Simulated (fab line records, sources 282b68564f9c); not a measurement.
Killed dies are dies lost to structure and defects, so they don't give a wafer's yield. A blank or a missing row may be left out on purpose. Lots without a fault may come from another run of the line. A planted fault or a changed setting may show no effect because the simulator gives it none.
One fault seen from 2 desks | flow rit_cmos | each desk has only its own numbers; what lay behind them comes last

THE METROLOGY DESK
What the gauges read, lot by lot, whatever tool the lot ran on: means of the sampled wafers that have a number. A lot is out of limits, marked OUT, if its mean lies more than 4 standard deviations from the usual mean; the brackets give that distance.
Columns: A = PLDD_TW at RIT_PLDD_TW_MEAS_10, usual 2361; B = PLDD_RS at RIT_SDANNEAL_RS_MEAS_06, usual 178.8 ohm/sq
lot  | first seen here | A              | B
L533 | day 3 05:50     | 2365           | 178.5
L534 | day 3 10:44     | 2373           | 178.7
L535 | day 3 10:52     | 2327           | 179.0
L536 | day 3 19:10     | 2360           | 178.9
L537 | day 3 22:23     | 2373           | 178.2
L538 | day 4 02:23     | 2364           | 178.6
L539 | day 4 05:01     | 2366           | 178.7
L541 | day 4 17:34     | 2641 (+19) OUT | 157.5 (-45) OUT
L542 | day 5 05:17     | 2636 (+18) OUT | -
L543 | day 5 10:30     | 2634 (+18) OUT | 157.5 (-45) OUT
L548 | day 6 09:47     | 2350           | 178.6
L551 | day 7 00:43     | 2343           | 179.2
L552 | day 7 05:26     | 2372           | 179.1
L555 | day 7 18:02     | 2380           | 178.8
L556 | day 7 20:46     | 2364           | 179.4
This desk's finding: out of limits on L541, L542, L543; first on L541, day 4 17:34 (PLDD_TW at RIT_PLDD_TW_MEAS_10). In limits: L533, L534, L535, L536, L537, L538, L539, L548, L551, L552, L555, L556.

THE TOOL OWNER'S DESK: implanter-04
The tool's own readings at RIT_PLDD_IMPLANT_08: means of the sampled wafers that have a number, for each lot that ran on this tool. A lot is out of limits, marked OUT, if its mean lies more than 4 standard deviations from the usual mean; the brackets give that distance.
Columns: A = dose_ions_cm2 at RIT_PLDD_IMPLANT_08, usual 9e+14; B = end_station_pressure_torr at RIT_PLDD_IMPLANT_08, usual 7.3e-06 Torr; C = faraday_current_uA at RIT_PLDD_IMPLANT_08, usual 2822
lot  | first seen here | A                       | B                  | C
L538 | day 4 02:04     | 9e+14                   | 7.2e-06            | 2875
L539 | day 4 04:43     | 9e+14                   | 7.6e-06            | 2831
L541 | day 4 17:15     | 1e+15 (+99 or more) OUT | 8.8e-06 (+4.0) OUT | 4517 (+31) OUT
L542 | day 5 04:58     | 1e+15 (+99 or more) OUT | 8.9e-06 (+4.1) OUT | 4430 (+29) OUT
L543 | day 5 10:13     | 1e+15 (+99 or more) OUT | 9.1e-06 (+4.6) OUT | 4615 (+33) OUT
This desk's finding: out of limits on L541, L542, L543; first on L541, day 4 17:15 (dose_ions_cm2 at RIT_PLDD_IMPLANT_08). In limits: L538, L539.

PUT TOGETHER
The tool owner's desk could have raised an alarm at day 4 17:15, on L541, L542, L543.
The metrology desk could have raised an alarm at day 4 17:34, on L541, L542, L543.
Of the lots named, all ran RIT_PLDD_IMPLANT_08 on implanter-04.

WHAT THE SIMULATOR HAD PUT IN
Process parameter drift: implanter-04, from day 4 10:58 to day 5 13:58, at RIT_PLDD_IMPLANT_08. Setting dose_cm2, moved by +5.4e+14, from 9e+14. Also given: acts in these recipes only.
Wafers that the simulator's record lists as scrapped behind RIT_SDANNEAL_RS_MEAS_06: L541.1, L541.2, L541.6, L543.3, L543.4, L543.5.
Lots struck among those shown: L541, L542, L543.
Hours from the fault's start to each desk's first reading out of limits: the tool owner's desk, 6; the metrology desk, 7.
